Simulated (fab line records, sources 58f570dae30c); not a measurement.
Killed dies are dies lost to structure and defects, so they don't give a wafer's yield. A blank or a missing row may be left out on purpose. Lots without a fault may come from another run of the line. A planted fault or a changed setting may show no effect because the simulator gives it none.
A struck lot beside a sound one | flow berkeley_cmos170 | 17 steps out of a route of 331
Sound: wafers L762.3, L762.4, L762.6. Struck: wafers L775.1, L775.3, L775.5. The cause comes at the end.
At each step with rows: each side's tool, then ch and its chambers, then its first start. Under that, the readings that differ: sound wafers | struck wafers | difference of the means | sigmas: that difference in standard deviations of wafers without a fault.
alike: readings whose means differ by less than 2 such deviations, and words and numbers that are the same on both sides. not compared: withheld readings, readings that some wafer has no value for, bounds like >300 that may hide the same value, and numbers for which the record gives no deviation and whose values overlap.
The two part at a step that has a row with sigmas, a row that says differs or no value, or rows on one side only. Numbers that don't overlap but have no deviation are shown without sigmas and don't part them. A reading that every wafer of one side lacks parts them only if that side has two wafers or more.

UCB170_PVT_STRIP_08: strips in O2.
  sound on plasma_asher-02 ch 0,1, day 6 19:50; struck on plasma_asher-02 ch 0,1, day 10 05:07
  reading                      | sound             | struck            | difference | sigmas
  strip_time_to_endpoint_s (s) | 21.54 21.53 21.57 | 21.72 21.68 21.70 | +0.15      | +3
  alike: drypump_motor_current_A, oes_product_au
  not compared: rf_hours_counter_h
UCB170_PVT_TW_MEAS_09:
  sound on film_metro-02, day 6 19:55; struck on film_metro-03, day 10 05:13
  alike: PVT_TW
then, 1 step without rows for these wafers: UCB170_GATE_WET_ETCH_00 (etches SiO2 in dHF, time 200 s).
UCB170_FIELD_THK_MEAS_91:
  sound on film_metro-02, day 6 20:14; struck on film_metro-02, day 10 05:30
  alike: FIELD_OXIDE_LEFT_2_THK
then, 1 step without rows for these wafers: UCB170_GATE_OXIDATION_01 (target thk 6.6 nm, ox time 1800 s).
UCB170_GATE_THK_MEAS_02:
  sound on film_metro-01, day 7 01:49; struck on film_metro-01, day 10 13:19
  alike: GATE_OXIDE_THK
then, 2 steps without rows for these wafers: UCB170_GATE_ANNEAL_03 (time 1800 s); UCB170_GATE_CVD_04 (deposits poly-Si from SiH4, time 1440 s, target thk 214 nm).
UCB170_GATE_THK_MEAS_05:
  sound on film_metro-03, day 7 09:09; struck on film_metro-02, day 10 20:34
  alike: GATE_POLY_THK
then, 3 steps without rows for these wafers: UCB170_GATE_COAT_06; UCB170_GATE_COAT_07 (resist thk 900 nm); UCB170_GATE_SOFTBAKE_08 (time 60 s).
UCB170_GATE_EXPOSE_09: exposes mask POLY, target cd 350 nm.
  sound on krf_scanner-01 ch 0, day 7 10:02; struck on krf_scanner-01 ch 0, day 10 21:41
  reading | sound                | struck                        | difference | sigmas
  mask    | POLY#0 POLY#0 POLY#0 | POLY_R1#0 POLY_R1#0 POLY_R1#0 | differs    |
then, 2 steps without rows for these wafers: UCB170_GATE_PEB_10; UCB170_GATE_DEVELOP_11 (develop time 45 s).
UCB170_GATE_CD_MEAS_12: target cd 350 nm.
  sound on cd_sem-02, day 7 10:40; struck on cd_sem-02, day 10 22:33
  reading    | sound             | struck            | difference | sigmas
  cd_nm (nm) | 348.3 349.0 348.3 | 278.3 280.0 278.8 | -69.5      | -53
  not compared: hold
UCB170_M3_PROBE_99:
  the record has rows for the sound wafers here (prober-02, day 9 02:35) and none for the struck ones

WHERE THEY PART
First at UCB170_PVT_STRIP_08; last, within this record, at UCB170_M3_PROBE_99.

WHY: what the simulator had put in
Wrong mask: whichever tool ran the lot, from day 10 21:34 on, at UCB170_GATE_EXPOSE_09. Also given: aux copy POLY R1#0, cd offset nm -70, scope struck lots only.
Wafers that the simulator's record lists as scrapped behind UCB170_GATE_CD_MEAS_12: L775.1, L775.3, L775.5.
